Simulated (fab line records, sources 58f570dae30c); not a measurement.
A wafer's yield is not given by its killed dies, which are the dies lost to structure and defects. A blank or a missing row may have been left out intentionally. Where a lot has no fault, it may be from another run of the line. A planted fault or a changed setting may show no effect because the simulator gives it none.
fab line records :: flow berkeleyCmos170 :: part 2 of 2: steps 28 to 40 of 40
record
  lots=5
  wafers=15
  lastDay=11
route steps=331 shown M1@245 V1@254 M2@271
lots untouched by any fault: they come from a run of this same line in which no faults occurred
startH: hours from the record's opening day to when the first of the lot's shown wafers began :: waitH: hours elapsed since this lot's preceding step :: " unchanged from the row above :: L1.1+2: a row that stands for several wafers :: - either no value or no given start :: * or withheld: withheld :: < > ~ a bound
route shown NAME@n: NAME is a module with steps in the file, n the number in the route of the first one :: usual: mean and standard deviation over wafers with no fault :: same: alike in all rows :: chamber/n: place in a boat :: sites: per-site readings :: _std_site: standard deviation of those values :: _edge_site: mean of outer sites minus mean of inner sites :: radiusMm: how far each site lies from the wafer's centre :: mask NAME#n: copy n :: behind: the last tool/chamber to shape the wafer :: hold: the reason the lot was held/the length of the hold in hours/how it ended :: device: the transistor (n, p or np) that didn't switch :: end of line: tests of these same wafers at the route's end :: a step with no rows: only its recipe :: killed: dies that structure and defects cost at the first sort, which is not the same as the wafer's yield :: map: shows each die of a wafer: x if killed, . if not, _ if none is there
set.NAME: the setting the step ran with; set.NAME@STEP: the setting that earlier step ran with :: model.NAME: the simulator's own value behind a step, which no gauge read
lots at some steps of the route; a table a step, a row a wafer
services: when a tool's chamber went out of use (startH, in hours from the record's first day, below 0 if earlier), for how many hours, and the reason
## steps
# step UCB170_M2_SPUTTER_01
# recipe
  material=Al
  targetThkNm=900
  timeS=120
  powerW=6000
  chamberPressurePa=0.5
# usual
  cathodeDcPowerW=6000.0/1.1
  throttleValvePct=29.5/0.78
lot.wafer: L075.1
tool: pvdSputter-02
chamber: -
startH: 188.75
waitH: 0.0
cathodeDcPowerW: 5999.1
throttleValvePct: 29.1

lot.wafer: L075.3
tool: pvdSputter-02
chamber: -
startH: 188.75
waitH: 0.0
cathodeDcPowerW: 5999.3
throttleValvePct: 29.8

lot.wafer: L075.6
tool: pvdSputter-02
chamber: -
startH: 188.75
waitH: 0.0
cathodeDcPowerW: 5998.8
throttleValvePct: 28.2

lot.wafer: L077.1
tool: pvdSputter-03
chamber: -
startH: 189.36
waitH: 0.0
cathodeDcPowerW: 6000.9
throttleValvePct: 30.0

lot.wafer: L077.2
tool: pvdSputter-03
chamber: -
startH: 189.36
waitH: 0.0
cathodeDcPowerW: 6000.2
throttleValvePct: 29.6

lot.wafer: L077.6
tool: pvdSputter-03
chamber: -
startH: 189.36
waitH: 0.0
cathodeDcPowerW: 5999.6
throttleValvePct: 29.5

lot.wafer: L081.3
tool: pvdSputter-03
chamber: -
startH: 206.24
waitH: 0.0
cathodeDcPowerW: 5999.7
throttleValvePct: 28.7

lot.wafer: L081.4
tool: pvdSputter-03
chamber: -
startH: 206.24
waitH: 0.0
cathodeDcPowerW: 6001.0
throttleValvePct: 30.1

lot.wafer: L081.5
tool: pvdSputter-03
chamber: -
startH: 206.24
waitH: 0.0
cathodeDcPowerW: 5999.0
throttleValvePct: 28.6

lot.wafer: L082.2
tool: pvdSputter-01
chamber: -
startH: 211.04
waitH: 0.0
cathodeDcPowerW: 5999.0
throttleValvePct: 28.0

lot.wafer: L082.4
tool: pvdSputter-01
chamber: -
startH: 211.04
waitH: 0.0
cathodeDcPowerW: 6000.6
throttleValvePct: 30.0

lot.wafer: L082.6
tool: pvdSputter-01
chamber: -
startH: 211.04
waitH: 0.0
cathodeDcPowerW: 6000.7
throttleValvePct: 28.4

lot.wafer: L090.2
tool: pvdSputter-03
chamber: -
startH: 249.56
waitH: 0.0
cathodeDcPowerW: 6001.0
throttleValvePct: 30.4

lot.wafer: L090.3
tool: pvdSputter-03
chamber: -
startH: 249.56
waitH: 0.0
cathodeDcPowerW: 6001.2
throttleValvePct: 28.8

lot.wafer: L090.6
tool: pvdSputter-03
chamber: -
startH: 249.56
waitH: 0.0
cathodeDcPowerW: 6000.1
throttleValvePct: 28.6
# step UCB170_M2_RS_MEAS_02
# recipe
  thkMeasGauge=four-point-probe
  reads=Al_of_M2_SPUTTER_01
# usual
  M2_AL_RS=0.0321/0.00033
lot.wafer: L075.1
tool: filmMetro-04
chamber: -
startH: 188.84
waitH: 0.0
M2_AL_RS[ohm/sq]: 0.0325

lot.wafer: L075.3
tool: filmMetro-04
chamber: -
startH: 188.84
waitH: 0.0
M2_AL_RS[ohm/sq]: 0.0322

lot.wafer: L075.6
tool: filmMetro-04
chamber: -
startH: 188.84
waitH: 0.0
M2_AL_RS[ohm/sq]: 0.0328

lot.wafer: L077.1
tool: filmMetro-02
chamber: -
startH: 189.45
waitH: 0.0
M2_AL_RS[ohm/sq]: 0.0322

lot.wafer: L077.2
tool: filmMetro-02
chamber: -
startH: 189.45
waitH: 0.0
M2_AL_RS[ohm/sq]: 0.0330

lot.wafer: L077.6
tool: filmMetro-02
chamber: -
startH: 189.45
waitH: 0.0
M2_AL_RS[ohm/sq]: 0.0331

lot.wafer: L081.3
tool: filmMetro-04
chamber: -
startH: 206.37
waitH: 0.1
M2_AL_RS[ohm/sq]: 0.0318

lot.wafer: L081.4
tool: filmMetro-04
chamber: -
startH: 206.37
waitH: 0.1
M2_AL_RS[ohm/sq]: 0.0317

lot.wafer: L081.5
tool: filmMetro-04
chamber: -
startH: 206.37
waitH: 0.1
M2_AL_RS[ohm/sq]: 0.0317

lot.wafer: L082.2
tool: filmMetro-04
chamber: -
startH: 211.15
waitH: 0.1
M2_AL_RS[ohm/sq]: 0.0319

lot.wafer: L082.4
tool: filmMetro-04
chamber: -
startH: 211.15
waitH: 0.1
M2_AL_RS[ohm/sq]: 0.0320

lot.wafer: L082.6
tool: filmMetro-04
chamber: -
startH: 211.15
waitH: 0.1
M2_AL_RS[ohm/sq]: 0.0320

lot.wafer: L090.2
tool: filmMetro-04
chamber: -
startH: 249.66
waitH: 0.1
M2_AL_RS[ohm/sq]: 0.0323

lot.wafer: L090.3
tool: filmMetro-04
chamber: -
startH: 249.66
waitH: 0.1
M2_AL_RS[ohm/sq]: 0.0322

lot.wafer: L090.6
tool: filmMetro-04
chamber: -
startH: 249.66
waitH: 0.1
M2_AL_RS[ohm/sq]: 0.0321
# step UCB170_M2_THK_MEAS_03
# recipe
  thkMeasGauge=xrf
  reads=Al_of_M2_SPUTTER_01
# usual
  M2_AL_THK=902/10
lot.wafer: L075.1
tool: filmMetro-04
chamber: -
startH: 188.96
waitH: 0.1
M2_AL_THK[nm]: 894

lot.wafer: L075.3
tool: filmMetro-04
chamber: -
startH: 188.96
waitH: 0.1
M2_AL_THK[nm]: 900

lot.wafer: L075.6
tool: filmMetro-04
chamber: -
startH: 188.96
waitH: 0.1
M2_AL_THK[nm]: 886

lot.wafer: L077.1
tool: filmMetro-02
chamber: -
startH: 189.57
waitH: 0.1
M2_AL_THK[nm]: 903

lot.wafer: L077.2
tool: filmMetro-02
chamber: -
startH: 189.57
waitH: 0.1
M2_AL_THK[nm]: 880

lot.wafer: L077.6
tool: filmMetro-02
chamber: -
startH: 189.57
waitH: 0.1
M2_AL_THK[nm]: 879

lot.wafer: L081.3
tool: filmMetro-04
chamber: -
startH: 206.47
waitH: 0.1
M2_AL_THK[nm]: 916

lot.wafer: L081.4
tool: filmMetro-04
chamber: -
startH: 206.47
waitH: 0.1
M2_AL_THK[nm]: 917

lot.wafer: L081.5
tool: filmMetro-04
chamber: -
startH: 206.47
waitH: 0.1
M2_AL_THK[nm]: 920

lot.wafer: L082.2
tool: filmMetro-04
chamber: -
startH: 211.26
waitH: 0.1
M2_AL_THK[nm]: 906

lot.wafer: L082.4
tool: filmMetro-04
chamber: -
startH: 211.26
waitH: 0.1
M2_AL_THK[nm]: 910

lot.wafer: L082.6
tool: filmMetro-04
chamber: -
startH: 211.26
waitH: 0.1
M2_AL_THK[nm]: 909

lot.wafer: L090.2
tool: filmMetro-04
chamber: -
startH: 249.77
waitH: 0.1
M2_AL_THK[nm]: 896

lot.wafer: L090.3
tool: filmMetro-04
chamber: -
startH: 249.77
waitH: 0.1
M2_AL_THK[nm]: 893

lot.wafer: L090.6
tool: filmMetro-04
chamber: -
startH: 249.77
waitH: 0.1
M2_AL_THK[nm]: 904
# step UCB170_M2_HMDS_04
# recipe
  primeTimeS=60
  primeTempC=100
# same
  primeTimeS=60
lot.wafer: L075.1+3+6
tool: lithoTrack-03
chamber: 0
startH: 189.02
waitH: 0.1

lot.wafer: L077.1+2+6
tool: lithoTrack-01
chamber: 0
startH: 189.64
waitH: 0.1

lot.wafer: L081.3+4+5
tool: lithoTrack-03
chamber: 0
startH: 207.31
waitH: 0.8

lot.wafer: L082.2+4+6
tool: lithoTrack-04
chamber: 0
startH: 211.44
waitH: 0.2

lot.wafer: L090.2+3+6
tool: lithoTrack-03
chamber: 0
startH: 250.26
waitH: 0.5
# step UCB170_M2_COAT_05
# recipe
  resist=KrF
  spinRpm=1500
  resistThkNm=900
lot.wafer: L075.1+3+6
tool: lithoTrack-03
chamber: 0
startH: 189.17
waitH: 0.1

lot.wafer: L077.1+2+6
tool: lithoTrack-01
chamber: 0
startH: 189.79
waitH: 0.1

lot.wafer: L081.3+4+5
tool: lithoTrack-03
chamber: 0
startH: 207.46
waitH: 0.1

lot.wafer: L082.2+4+6
tool: lithoTrack-04
chamber: 0
startH: 211.59
waitH: 0.1

lot.wafer: L090.2+3+6
tool: lithoTrack-03
chamber: 0
startH: 250.41
waitH: 0.1
# step UCB170_M2_SOFTBAKE_06
# recipe
  resist=KrF
  tempC=130
  timeS=60
lot.wafer: L075.1+3+6
tool: lithoTrack-03
chamber: 0
startH: 189.32
waitH: 0.1

lot.wafer: L077.1+2+6
tool: lithoTrack-01
chamber: 0
startH: 189.94
waitH: 0.1

lot.wafer: L081.3+4+5
tool: lithoTrack-03
chamber: 0
startH: 207.61
waitH: 0.1

lot.wafer: L082.2+4+6
tool: lithoTrack-04
chamber: 0
startH: 211.74
waitH: 0.1

lot.wafer: L090.2+3+6
tool: lithoTrack-03
chamber: 0
startH: 250.56
waitH: 0.1
# step UCB170_M2_STRIP_07
# recipe
  chemistry=O2
  powerW=400
  pressureMtorr=3500
  platenTempC=withheld
  o2FlowSccm=400
  overashFraction=0.5
# usual
  drypumpMotorCurrentA=5.7/0.34
  oesProductAu=0.735/0.004
  stripTimeToEndpointS=21.97/0.065
lot.wafer: L075.1
tool: plasmaAsher-04
chamber: 1
startH: 189.47
waitH: 0.1
drypumpMotorCurrentA: 5.5
oesProductAu: 0.737
rfHoursCounterH: 41
stripTimeToEndpointS: 21.88

lot.wafer: L075.3
tool: plasmaAsher-04
chamber: 0
startH: 189.47
waitH: 0.1
drypumpMotorCurrentA: 6.2
oesProductAu: 0.733
rfHoursCounterH: -
stripTimeToEndpointS: 21.96

lot.wafer: L075.6
tool: plasmaAsher-04
chamber: 0
startH: 189.47
waitH: 0.1
drypumpMotorCurrentA: 6.2
oesProductAu: 0.733
rfHoursCounterH: -
stripTimeToEndpointS: 21.87

lot.wafer: L077.1
tool: plasmaAsher-04
chamber: 0
startH: 190.09
waitH: 0.1
drypumpMotorCurrentA: 6.3
oesProductAu: 0.745
rfHoursCounterH: 41
stripTimeToEndpointS: 21.85

lot.wafer: L077.2
tool: plasmaAsher-04
chamber: 1
startH: 190.09
waitH: 0.1
drypumpMotorCurrentA: 5.4
oesProductAu: 0.736
rfHoursCounterH: 41
stripTimeToEndpointS: 21.87

lot.wafer: L077.6
tool: plasmaAsher-04
chamber: 0
startH: 190.09
waitH: 0.1
drypumpMotorCurrentA: 6.2
oesProductAu: 0.740
rfHoursCounterH: -
stripTimeToEndpointS: 21.90

lot.wafer: L081.3
tool: plasmaAsher-01
chamber: 1
startH: 207.74
waitH: 0.1
drypumpMotorCurrentA: 5.5
oesProductAu: 0.736
rfHoursCounterH: -
stripTimeToEndpointS: 21.98

lot.wafer: L081.4
tool: plasmaAsher-01
chamber: 0
startH: 207.74
waitH: 0.1
drypumpMotorCurrentA: 5.9
oesProductAu: 0.739
rfHoursCounterH: -
stripTimeToEndpointS: 22.02

lot.wafer: L081.5
tool: plasmaAsher-01
chamber: 1
startH: 207.74
waitH: 0.1
drypumpMotorCurrentA: 5.5
oesProductAu: 0.738
rfHoursCounterH: -
stripTimeToEndpointS: 22.08

lot.wafer: L082.2
tool: plasmaAsher-01
chamber: 1
startH: 211.87
waitH: 0.1
drypumpMotorCurrentA: 5.5
oesProductAu: 0.738
rfHoursCounterH: 53
stripTimeToEndpointS: 22.00

lot.wafer: L082.4
tool: plasmaAsher-01
chamber: 0
startH: 211.87
waitH: 0.1
drypumpMotorCurrentA: 5.9
oesProductAu: 0.739
rfHoursCounterH: -
stripTimeToEndpointS: 21.95

lot.wafer: L082.6
tool: plasmaAsher-01
chamber: 1
startH: 211.87
waitH: 0.1
drypumpMotorCurrentA: 5.5
oesProductAu: 0.734
rfHoursCounterH: -
stripTimeToEndpointS: 21.98

lot.wafer: L090.2
tool: plasmaAsher-01
chamber: 1
startH: 250.68
waitH: 0.1
drypumpMotorCurrentA: 5.5
oesProductAu: 0.732
rfHoursCounterH: 58
stripTimeToEndpointS: 21.97

lot.wafer: L090.3
tool: plasmaAsher-01
chamber: 0
startH: 250.68
waitH: 0.1
drypumpMotorCurrentA: 5.9
oesProductAu: 0.729
rfHoursCounterH: -
stripTimeToEndpointS: 22.05

lot.wafer: L090.6
tool: plasmaAsher-01
chamber: 1
startH: 250.68
waitH: 0.1
drypumpMotorCurrentA: 5.5
oesProductAu: 0.737
rfHoursCounterH: -
stripTimeToEndpointS: 22.00
# step UCB170_M2_STRIP_08
# recipe
  chemistry=DMSO
  tempC=80
  timeS=600
  material=KrF
lot.wafer: L075.1+3+6
tool: wetBench-02
chamber: 3
startH: 189.57
waitH: 0.1

lot.wafer: L077.1+2+6
tool: wetBench-02
chamber: 0
startH: 190.19
waitH: 0.1

lot.wafer: L081.3+4+5
tool: wetBench-03
chamber: 0
startH: 207.81
waitH: 0.0

lot.wafer: L082.2+4+6
tool: wetBench-03
chamber: 1
startH: 212.92
waitH: 1.0

lot.wafer: L090.2+3+6
tool: wetBench-03
chamber: 2
startH: 252.03
waitH: 1.3
# step UCB170_M2_COAT_09
# recipe
  resist=BARC
  tempC=withheld
  timeS=withheld
  spinRpm=3000
  resistThkNm=withheld
lot.wafer: L075.1+3+6
tool: lithoTrack-04
chamber: 0
startH: 189.76
waitH: 0.0

lot.wafer: L077.1+2+6
tool: lithoTrack-03
chamber: 0
startH: 190.38
waitH: 0.0

lot.wafer: L081.3+4+5
tool: lithoTrack-01
chamber: 0
startH: 208.67
waitH: 0.7

lot.wafer: L082.2+4+6
tool: lithoTrack-01
chamber: 0
startH: 213.39
waitH: 0.3

lot.wafer: L090.2+3+6
tool: lithoTrack-01
chamber: 0
startH: 252.23
waitH: 0.0
# step UCB170_M2_COAT_10
# recipe
  resist=KrF
  spinRpm=1500
  resistThkNm=900
lot.wafer: L075.1+3+6
tool: lithoTrack-04
chamber: 0
startH: -
waitH: -

lot.wafer: L077.1+2+6
tool: lithoTrack-03
chamber: 0
startH: -
waitH: -

lot.wafer: L081.3+4+5
tool: lithoTrack-01
chamber: 0
startH: -
waitH: -

lot.wafer: L082.2+4+6
tool: lithoTrack-01
chamber: 0
startH: -
waitH: -

lot.wafer: L090.2+3+6
tool: lithoTrack-01
chamber: 0
startH: -
waitH: -
# step UCB170_M2_SOFTBAKE_11
# recipe
  resist=KrF
  tempC=130
  timeS=60
lot.wafer: L075.1+3+6
tool: lithoTrack-04
chamber: 0
startH: -
waitH: -

lot.wafer: L077.1+2+6
tool: lithoTrack-03
chamber: 0
startH: -
waitH: -

lot.wafer: L081.3+4+5
tool: lithoTrack-01
chamber: 0
startH: -
waitH: -

lot.wafer: L082.2+4+6
tool: lithoTrack-01
chamber: 0
startH: -
waitH: -

lot.wafer: L090.2+3+6
tool: lithoTrack-01
chamber: 0
startH: -
waitH: -
# step UCB170_M2_EXPOSE_12
# recipe
  maskId=METAL2
  targetCdNm=700
  na=0.5
  sigmaOuter=0.6
  sourceShape=conventional
  doseMj=26
# usual
  focusOffsetNm=0.0/0.55
  stageVelMmS=499.97/0.22
# same
  na=0.5
  sigmaOuter=0.6
lot.wafer: L075.1
tool: krfScanner-02
chamber: 0
startH: 190.33
waitH: -
mask: METAL2#0
focusOffsetNm: 1.0
stageVelMmS: 499.73

lot.wafer: L075.3
tool: krfScanner-02
chamber: 0
startH: 190.33
waitH: -
mask: METAL2#0
focusOffsetNm: -0.3
stageVelMmS: 499.77

lot.wafer: L075.6
tool: krfScanner-02
chamber: 0
startH: 190.33
waitH: -
mask: METAL2#0
focusOffsetNm: 0.2
stageVelMmS: 499.60

lot.wafer: L077.1
tool: krfScanner-02
chamber: 0
startH: 190.96
waitH: -
mask: METAL2#0
focusOffsetNm: -0.4
stageVelMmS: 499.53

lot.wafer: L077.2
tool: krfScanner-02
chamber: 0
startH: 190.96
waitH: -
mask: METAL2#0
focusOffsetNm: 0.6
stageVelMmS: 499.84

lot.wafer: L077.6
tool: krfScanner-02
chamber: 0
startH: 190.96
waitH: -
mask: METAL2#0
focusOffsetNm: -0.1
stageVelMmS: 499.73

lot.wafer: L081.3
tool: krfScanner-01
chamber: 0
startH: 209.23
waitH: -
mask: METAL2#0
focusOffsetNm: 0.5
stageVelMmS: 500.08

lot.wafer: L081.4
tool: krfScanner-01
chamber: 0
startH: 209.23
waitH: -
mask: METAL2#0
focusOffsetNm: 1.0
stageVelMmS: 500.05

lot.wafer: L081.5
tool: krfScanner-01
chamber: 0
startH: 209.23
waitH: -
mask: METAL2#0
focusOffsetNm: 0.8
stageVelMmS: 499.88

lot.wafer: L082.2
tool: krfScanner-01
chamber: 0
startH: 213.84
waitH: -
mask: METAL2#0
focusOffsetNm: 0.0
stageVelMmS: 499.53

lot.wafer: L082.4
tool: krfScanner-01
chamber: 0
startH: 213.84
waitH: -
mask: METAL2#0
focusOffsetNm: -0.2
stageVelMmS: 499.67

lot.wafer: L082.6
tool: krfScanner-01
chamber: 0
startH: 213.84
waitH: -
mask: METAL2#0
focusOffsetNm: -0.7
stageVelMmS: 499.30

lot.wafer: L090.2
tool: krfScanner-01
chamber: 0
startH: 252.68
waitH: -
mask: METAL2#0
focusOffsetNm: 0.5
stageVelMmS: 499.78

lot.wafer: L090.3
tool: krfScanner-01
chamber: 0
startH: 252.68
waitH: -
mask: METAL2#0
focusOffsetNm: -0.2
stageVelMmS: 500.38

lot.wafer: L090.6
tool: krfScanner-01
chamber: 0
startH: 252.68
waitH: -
mask: METAL2#0
focusOffsetNm: 0.3
stageVelMmS: 499.97
# step UCB170_M2_PEB_13
# recipe
  pebTempC=130
  pebTimeS=withheld
  resist=KrF
lot.wafer: L075.1+3+6
tool: lithoTrack-04
chamber: 0
startH: 190.48
waitH: 0.1

lot.wafer: L077.1+2+6
tool: lithoTrack-01
chamber: 0
startH: 191.07
waitH: 0.1

lot.wafer: L081.3+4+5
tool: lithoTrack-04
chamber: 0
startH: 210.02
waitH: 0.8

lot.wafer: L082.2+4+6
tool: lithoTrack-01
chamber: 0
startH: 214.29
waitH: 0.4

lot.wafer: L090.2+3+6
tool: lithoTrack-01
chamber: 0
startH: 252.80
waitH: 0.1
## services
tool: rieMetal-04
chamber: -
startH: 159.01
hours: 2.8
kind: pm

tool: rieDiel-01
chamber: 0
startH: 159.82
hours: 39.7
kind: repair

tool: pvdSputter-01
chamber: -
startH: 160.13
hours: 0.8
kind: repair

tool: rieDiel-03
chamber: 1
startH: 165.34
hours: 1.7
kind: repair

tool: pecvd-02
chamber: 0
startH: 178.28
hours: 6.7
kind: repair

tool: wetBench-02
chamber: -
startH: 181.50
hours: 0.8
kind: repair

tool: rieDiel-02
chamber: -
startH: 186.46
hours: 0.7
kind: repair

tool: pvdSputter-02
chamber: -
startH: 193.91
hours: 2.2
kind: repair

tool: plasmaAsher-04
chamber: -
startH: 197.52
hours: 7.6
kind: repair

tool: pvdSputter-01
chamber: -
startH: 206.40
hours: 1.6
kind: repair

tool: rieDiel-03
chamber: 1
startH: 206.42
hours: -
kind: clean

tool: rieDiel-03
chamber: 1
startH: 206.42
hours: 19.6
kind: scheduledDown

tool: krfScanner-02
chamber: -
startH: 208.43
hours: 0.8
kind: pm

tool: rieMetal-01
chamber: 0
startH: 212.85
hours: 4.9
kind: repair

tool: rieDiel-01
chamber: 0
startH: 213.13
hours: 3.9
kind: repair

tool: rieMetal-04
chamber: -
startH: 223.51
hours: 1.0
kind: repair

tool: pecvd-02
chamber: -
startH: 223.63
hours: 0.2
kind: repair

tool: krfScanner-01
chamber: -
startH: 224.39
hours: 1.3
kind: pm

tool: krfScanner-01
chamber: -
startH: 225.69
hours: 4.0
kind: pm

tool: cmp-02
chamber: -
startH: 232.00
hours: 4.0
kind: pm

tool: krfScanner-02
chamber: -
startH: 232.55
hours: 1.3
kind: pm

tool: cmp-02
chamber: -
startH: 236.00
hours: -
kind: consumableReplace:conditioner

tool: cmp-02
chamber: -
startH: 236.00
hours: -
kind: consumableReplace:pad

tool: pecvd-04
chamber: -
startH: 242.50
hours: 14.0
kind: pm
